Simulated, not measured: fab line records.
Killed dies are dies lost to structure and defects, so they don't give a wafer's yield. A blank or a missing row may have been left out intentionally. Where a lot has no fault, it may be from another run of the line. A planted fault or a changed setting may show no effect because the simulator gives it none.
fab line records	flow rit-cmos
[record] lots = 11	wafers = 33	last-day = 7
route steps=202 shown SILICIDE@167 M1@202
lots that met no fault: taken from a fault-free run of the same line
start-h: start of the lot's first displayed wafer, in hours after the record's first day	wait-h: hours elapsed since this lot's preceding step	" unchanged from the row above	L1.1+2: a row that stands for several wafers	- either no value or no given start	* or withheld: withheld	< > ~ a bound
route shown NAME@n: names a module that has steps shown in the file, with the first one's number in the route	usual: mean/standard deviation of fault-free wafers	same: alike in all rows	chamber/n: place in a boat	sites: the reading at each site	_std_site: standard deviation across them	_edge_site: mean of outer sites minus mean of inner sites	radius-mm: how far each site lies from the wafer's centre	mask NAME#n: copy n	behind: tool/chamber where the wafer was last shaped	hold: why the lot went on hold/how many hours it stayed there/how the hold came to an end	device: which transistor (n, p or np) failed to switch	end of line: the same wafers' tests at the end of the route	a step given without rows: its recipe and nothing more	killed: dies lost to structure and defects at the first sort, not the wafer's yield	map: dies across one wafer; x = killed, . = not, _ = none there
set.NAME: the run value of the setting; set.NAME@STEP: its run value at that earlier step	model.NAME: the simulator's own value behind a step, which no gauge read
steps of the route over a sample of lots; a table a step, a row a wafer
[[steps]]
[step RIT_SILICIDE_RTA_06]
[recipe] temp-c = 750	time-s = 10	idle-temp-c = 25	ramp-up-s = 5	ramp-down-s = 10	cool-to-c = 25	ambient = N2
[usual] chamber-o2-ppm = 2.001/0.021	wafer_temp_C_max = 752.7/0.64
lot.wafer	tool	chamber	start-h	wait-h	chamber-o2-ppm	wafer_temp_C_max
L778.4	rtp-anneal-01	0	52.80	0.0	1.983	752.4
L778.5	"	0	"	"	1.961	752.0
L778.6	"	0	"	"	1.971	752.4
L779.2	rtp-anneal-02	0	55.64	0.0	2.005	753.8
L779.3	"	0	"	"	2.007	752.6
L779.4	"	0	"	"	2.012	751.8
L781.4	rtp-anneal-02	0	67.30	0.0	1.969	752.8
L781.5	"	0	"	"	1.995	752.9
L781.6	"	0	"	"	1.968	752.2
L787.2	rtp-anneal-02	0	95.44	0.0	2.013	760.0
L787.5	"	0	"	"	1.992	759.7
L787.6	"	0	"	"	2.013	757.8
L789.1	rtp-anneal-02	0	106.66	0.0	1.984	759.0
L789.5	"	0	"	"	1.992	760.4
L789.6	"	0	"	"	1.978	759.0
L790.2	rtp-anneal-01	0	111.80	0.0	2.015	751.4
L790.3	"	0	"	"	1.964	751.6
L790.6	"	0	"	"	1.984	751.9
L792.2	rtp-anneal-01	0	121.18	0.0	2.017	752.6
L792.3	"	0	"	"	2.022	753.5
L792.6	"	0	"	"	2.005	753.3
L794.2	rtp-anneal-01	0	132.83	0.0	1.998	751.5
L794.5	"	0	"	"	2.009	751.9
L794.6	"	0	"	"	1.989	752.5
L796.2	rtp-anneal-01	0	141.24	0.0	2.009	753.0
L796.4	"	0	"	"	2.006	752.6
L796.5	"	0	"	"	2.018	752.1
L798.1	rtp-anneal-01	0	151.72	0.0	1.994	752.1
L798.2	"	0	"	"	2.036	752.1
L798.3	"	0	"	"	2.007	752.7
L800.3	rtp-anneal-01	0	161.14	0.0	2.018	752.7
L800.4	"	0	"	"	2.028	753.0
L800.5	"	0	"	"	2.002	752.5
[step RIT_M1_PROBE_99]
[usual] killed-at-contacts = 0.1/0.23	killed-at-front-end = 7.3/2.9	killed-dies = 7.3/3	killed-on-rim = 1.9/1.5	killed-open = 3.6/1.8	killed-short = 3.7/2.1
[same] gross-dies = 264	killed_at_M0_to_M3 = 0	killed_at_M4_up = 0	killed-at-back-side = 0	killed-at-other = 0
lot.wafer	tool	chamber	start-h	wait-h	killed-at-contacts	killed-at-front-end	killed-dies	killed-on-rim	killed-open	killed-short
L778.4	prober-02	-	59.71	0.2	0	5	5	0	4	1
L778.5	prober-02	-	59.76	0.2	0	12	12	0	5	7
L778.6	prober-02	-	59.81	0.2	1	9	10	0	6	4
L779.2	prober-01	-	62.32	0.1	0	6	6	1	3	3
L779.3	prober-01	-	62.37	0.2	0	9	9	1	3	6
L779.4	prober-01	-	62.42	0.2	0	5	5	1	3	2
L781.4	prober-01	-	73.86	0.2	0	9	9	0	5	4
L781.5	prober-01	-	73.91	0.2	1	6	7	3	5	2
L781.6	prober-01	-	73.96	0.2	0	3	3	0	1	2
L787.2	prober-01	-	102.17	0.1	0	5	5	1	4	1
L787.5	prober-01	-	102.32	0.2	0	9	9	1	3	6
L787.6	prober-01	-	102.37	0.2	0	5	5	2	2	3
L789.1	prober-01	-	113.79	0.1	0	3	3	1	0	3
L789.5	prober-01	-	113.99	0.2	0	9	9	3	3	6
L789.6	prober-01	-	114.04	0.2	0	2	2	0	1	1
L790.2	prober-02	-	118.96	0.1	0	7	7	3	4	3
L790.3	prober-02	-	119.01	0.2	0	3	3	1	1	2
L790.6	prober-02	-	119.16	0.2	0	12	12	3	5	7
L792.2	prober-02	-	128.17	0.1	0	9	9	4	5	4
L792.3	prober-02	-	128.22	0.2	0	6	6	0	3	3
L792.6	prober-02	-	128.37	0.2	0	13	13	6	6	7
L794.2	prober-02	-	139.43	0.1	0	7	7	2	2	5
L794.5	prober-02	-	139.58	0.2	0	5	5	0	1	4
L794.6	prober-02	-	139.63	0.2	0	7	7	4	3	4
L796.2	prober-02	-	148.76	0.1	0	5	5	2	2	3
L796.4	prober-02	-	148.86	0.2	0	9	9	4	2	7
L796.5	prober-02	-	148.91	0.2	0	12	12	5	6	6
L798.1	prober-02	-	158.18	0.1	0	8	8	2	4	4
L798.2	prober-02	-	158.23	0.1	0	6	6	0	3	3
L798.3	prober-02	-	158.28	0.2	0	8	8	1	4	4
L800.3	prober-02	-	168.73	0.2	0	9	9	1	4	5
L800.4	prober-02	-	168.78	0.2	0	8	8	2	5	3
L800.5	prober-02	-	168.83	0.2	1	8	9	0	4	4
// killed by level:class
L778.4 GATE:geometric-particle:open=3 GATE:geometric-particle:short=1 SPACER:geometric-particle:open=1
L778.5 GATE:geometric-particle:short=4 FOX1:geometric-particle:short=2 GATE:geometric-particle:open=2 FOX1:geometric-particle:open=1 REOX:geometric-particle:short=1 SPACER:geometric-particle:open=1 SILICIDE:geometric-particle:open=1
L778.6 GATE:geometric-particle:open=4 GATE:geometric-particle:short=3 FOX2:geometric-particle:short=1 REOX:geometric-particle:open=1 CONTACT:geometric-particle:open=1
L779.2 FOX1:geometric-particle:short=2 GATE:geometric-particle:open=1 REOX:geometric-particle:open=1 SPACER:geometric-particle:short=1 SILICIDE:geometric-particle:open=1
L779.3 SPACER:geometric-particle:short=3 GATE:geometric-particle:short=2 FOX1:geometric-particle:open=1 FOX2:geometric-particle:open=1 GATE:geometric-particle:open=1 SILICIDE:geometric-particle:short=1
L779.4 GATE:geometric-particle:short=1 GATE:geometric-particle:open=1 REOX:geometric-particle:open=1 REOX:geometric-particle:short=1 SILICIDE:geometric-particle:open=1
L781.4 FOX1:geometric-particle:open=3 REOX:geometric-particle:short=2 GATE:geometric-particle:short=1 REOX:geometric-particle:open=1 SILICIDE:geometric-particle:short=1 SILICIDE:geometric-particle:open=1
L781.5 FOX1:geometric-particle:open=1 FOX2:geometric-particle:open=1 GATE:geometric-particle:open=1 GATE:geometric-particle:short=1 SPACER:geometric-particle:open=1 SPACER:geometric-particle:short=1 CONTACT:geometric-particle:open=1
L781.6 GATE:geometric-particle:open=1 GATE:geometric-particle:short=1 SPACER:geometric-particle:short=1
L787.2 GATE:geometric-particle:open=3 GATE:geometric-particle:short=1 REOX:geometric-particle:open=1
L787.5 GATE:geometric-particle:short=2 SPACER:geometric-particle:short=2 FOX1:geometric-particle:short=1 FOX2:geometric-particle:open=1 GATE:geometric-particle:open=1 SILICIDE:geometric-particle:open=1 SILICIDE:geometric-particle:short=1
L787.6 GATE:geometric-particle:short=2 FOX1:geometric-particle:short=1 FOX1:geometric-particle:open=1 REOX:geometric-particle:open=1
L789.1 GATE:geometric-particle:short=2 REOX:geometric-particle:short=1
L789.5 GATE:geometric-particle:open=3 GATE:geometric-particle:short=2 REOX:geometric-particle:short=2 SPACER:geometric-particle:short=2
L789.6 FOX1:geometric-particle:open=1 GATE:geometric-particle:short=1
L790.2 FOX2:geometric-particle:open=2 GATE:geometric-particle:short=2 FOX1:geometric-particle:open=1 GATE:geometric-particle:open=1 REOX:geometric-particle:short=1
L790.3 FOX1:geometric-particle:short=1 GATE:geometric-particle:open=1 SPACER:geometric-particle:short=1
L790.6 GATE:geometric-particle:short=3 REOX:geometric-particle:short=3 GATE:geometric-particle:open=2 SPACER:geometric-particle:open=2 FOX2:geometric-particle:short=1 REOX:geometric-particle:open=1
L792.2 FOX1:geometric-particle:open=2 FOX2:geometric-particle:short=2 GATE:geometric-particle:short=2 FOX2:geometric-particle:open=1 REOX:geometric-particle:open=1 SPACER:geometric-particle:open=1
L792.3 GATE:geometric-particle:short=2 GATE:geometric-particle:open=2 FOX2:geometric-particle:short=1 SPACER:geometric-particle:open=1
L792.6 GATE:geometric-particle:open=4 FOX2:geometric-particle:open=2 FOX2:geometric-particle:short=2 GATE:geometric-particle:short=2 FOX1:geometric-particle:short=1 REOX:geometric-particle:short=1 SPACER:geometric-particle:short=1
L794.2 GATE:geometric-particle:short=3 SILICIDE:geometric-particle:short=2 FOX1:geometric-particle:open=1 GATE:geometric-particle:open=1
L794.5 SILICIDE:geometric-particle:short=2 FOX1:geometric-particle:short=1 FOX2:geometric-particle:short=1 GATE:geometric-particle:open=1
L794.6 FOX1:geometric-particle:open=1 FOX1:geometric-particle:short=1 GATE:geometric-particle:short=1 GATE:geometric-particle:open=1 REOX:geometric-particle:open=1 SPACER:geometric-particle:short=1 SILICIDE:geometric-particle:short=1
L796.2 FOX1:geometric-particle:open=1 FOX1:geometric-particle:short=1 GATE:geometric-particle:open=1 REOX:geometric-particle:short=1 SILICIDE:geometric-particle:short=1
L796.4 GATE:geometric-particle:short=3 FOX1:geometric-particle:short=2 FOX2:geometric-particle:short=1 FOX2:geometric-particle:open=1 GATE:geometric-particle:open=1 REOX:geometric-particle:short=1
L796.5 GATE:geometric-particle:short=3 GATE:geometric-particle:open=3 FOX1:geometric-particle:open=1 FOX1:geometric-particle:short=1 REOX:geometric-particle:open=1 SPACER:geometric-particle:open=1 SPACER:geometric-particle:short=1 SILICIDE:geometric-particle:short=1
L798.1 GATE:geometric-particle:open=3 FOX2:geometric-particle:short=2 GATE:geometric-particle:short=2 SILICIDE:geometric-particle:open=1
L798.2 GATE:geometric-particle:open=2 SPACER:geometric-particle:short=2 FOX2:geometric-particle:open=1 REOX:geometric-particle:short=1
L798.3 GATE:geometric-particle:open=2 GATE:geometric-particle:short=1 FOX1:geometric-particle:open=1 FOX1:geometric-particle:short=1 SILICIDE:geometric-particle:short=1 SPACER:geometric-particle:short=1 SILICIDE:geometric-particle:open=1
L800.3 GATE:geometric-particle:open=3 REOX:geometric-particle:short=2 FOX1:geometric-particle:short=1 FOX2:geometric-particle:short=1 GATE:geometric-particle:short=1 SPACER:geometric-particle:open=1
L800.4 GATE:geometric-particle:open=3 SPACER:geometric-particle:short=2 SPACER:geometric-particle:open=2 GATE:geometric-particle:short=1
L800.5 GATE:geometric-particle:short=2 FOX2:geometric-particle:short=1 FOX2:geometric-particle:open=1 GATE:geometric-particle:open=1 SPACER:geometric-particle:open=1 SILICIDE:geometric-particle:short=1 SILICIDE:geometric-particle:open=1 CONTACT:coat-microbubble-printed=1
[[key]]
[first-sign] step = RIT_SILICIDE_RTA_06	reading = wafer_temp_C_max	direction = up	sigmas = 10	usual = *	struck = *
effect none on later readings
met-at RIT_SILICIDE_RTA_06
struck-lots L787,L789
tester-left-out L787,L789
onset-between 67.30 95.44
[fault] kind = process-parameter-drift	tool = rtp-anneal-02	chamber = -	onset-h = 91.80	steps = RIT_SILICIDE_RTA_06	channel = temp-c	offset = *	shape = step	end-h = 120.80	acts-in = *	stated = *
// tester-left-out: of these lots the tester's yield and bins aren't shown, on N5 and GAA mostly nor the transistor test; their killed dies are dies lost to structure and defects alone, not to doping, threshold or leakage, so they don't give the yield
